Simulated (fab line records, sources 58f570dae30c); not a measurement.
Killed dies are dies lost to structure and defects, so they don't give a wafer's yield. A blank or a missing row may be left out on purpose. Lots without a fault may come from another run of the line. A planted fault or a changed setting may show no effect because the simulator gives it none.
Chamber matching | flow berkeley_cmos170 | UCB170_GATE_ETCH_15 on rie_si-02: 4 sister chambers
The step etches poly-Si in HBr/Cl2, stops on SiO2, time 56.3 s, target depth 278.2 nm. 14 wafers are shown with their chamber, then 7 later ones without.

WAFERS WITH THEIR CHAMBER
wafer  | chamber | throttle_valve_pct (%) | drypump_motor_current_A (A) | oes_product_au (a.u.)
L101.1 | 1       | 26.29                  | 5.6                         | 0.826
L101.5 | 2       | 26.07                  | 5.3                         | 0.846
L101.6 | 3       | 26.53                  | 5.3                         | 0.832
L104.1 | 0       | 26.38                  | 5.7                         | 0.823
L104.2 | 3       | 26.51                  | 5.3                         | 0.846
L104.4 | 1       | 26.30                  | 5.5                         | 0.834
L106.1 | 0       | 26.37                  | 5.8                         | 0.818
L106.2 | 2       | 26.07                  | 5.3                         | 0.840
L106.5 | 2       | 26.07                  | 5.3                         | 0.833
L107.2 | 3       | 26.51                  | 5.3                         | 0.827
L107.3 | 1       | 26.29                  | 5.5                         | 0.838
L107.5 | 0       | 26.36                  | 5.7                         | 0.808
L119.1 | 0       | 26.38                  | 5.7                         | 0.814
L119.3 | 3       | 26.51                  | 5.3                         | 0.831

SIGNATURES (means of the wafers above)
reading                 | chamber 0 | chamber 1 | chamber 2 | chamber 3 | scatter within a chamber
throttle_valve_pct      | 26.3725   | 26.2933   | 26.0700   | 26.5150   | 0.00801
drypump_motor_current_A | 5.725     | 5.533     | 5.300     | 5.300     | 0.0376
oes_product_au          | 0.81575   | 0.83267   | 0.83967   | 0.83400   | 0.00697
Rule: a wafer's distance from a chamber is the root of the sum, over the readings, of the square of ((its reading less the chamber's mean) divided by the reading's scatter). The wafer belongs to the nearest chamber; if the next one is less than 2 further off, it can't be placed. The scatter: the root of (the sum of the squares of (reading less its chamber's mean) over the shown wafers, divided by (wafers less chambers)).

WAFERS WITHOUT THEIR CHAMBER
wafer  | throttle_valve_pct (%) | drypump_motor_current_A (A) | oes_product_au (a.u.)
L119.6 | 26.08                  | 5.3                         | 0.833
L120.1 | 26.52                  | 5.3                         | 0.826
L120.2 | 26.36                  | 5.8                         | 0.816
L120.5 | 26.30                  | 5.6                         | 0.839
L121.1 | 26.30                  | 5.5                         | 0.820
L121.2 | 26.52                  | 5.3                         | 0.823
L121.5 | 26.50                  | 5.3                         | 0.825

WHICH CHAMBER EACH WENT THROUGH
wafer  | from the rows above | in truth
L119.6 | 2                   | 2
L120.1 | 3                   | 3
L120.2 | 0                   | 0
L120.5 | 1                   | 1
L121.1 | 1                   | 1
L121.2 | 3                   | 3
L121.5 | 3                   | 3
Placed correctly: 7 of 7. Can't be placed from these rows: 0. Placed wrongly: 0.
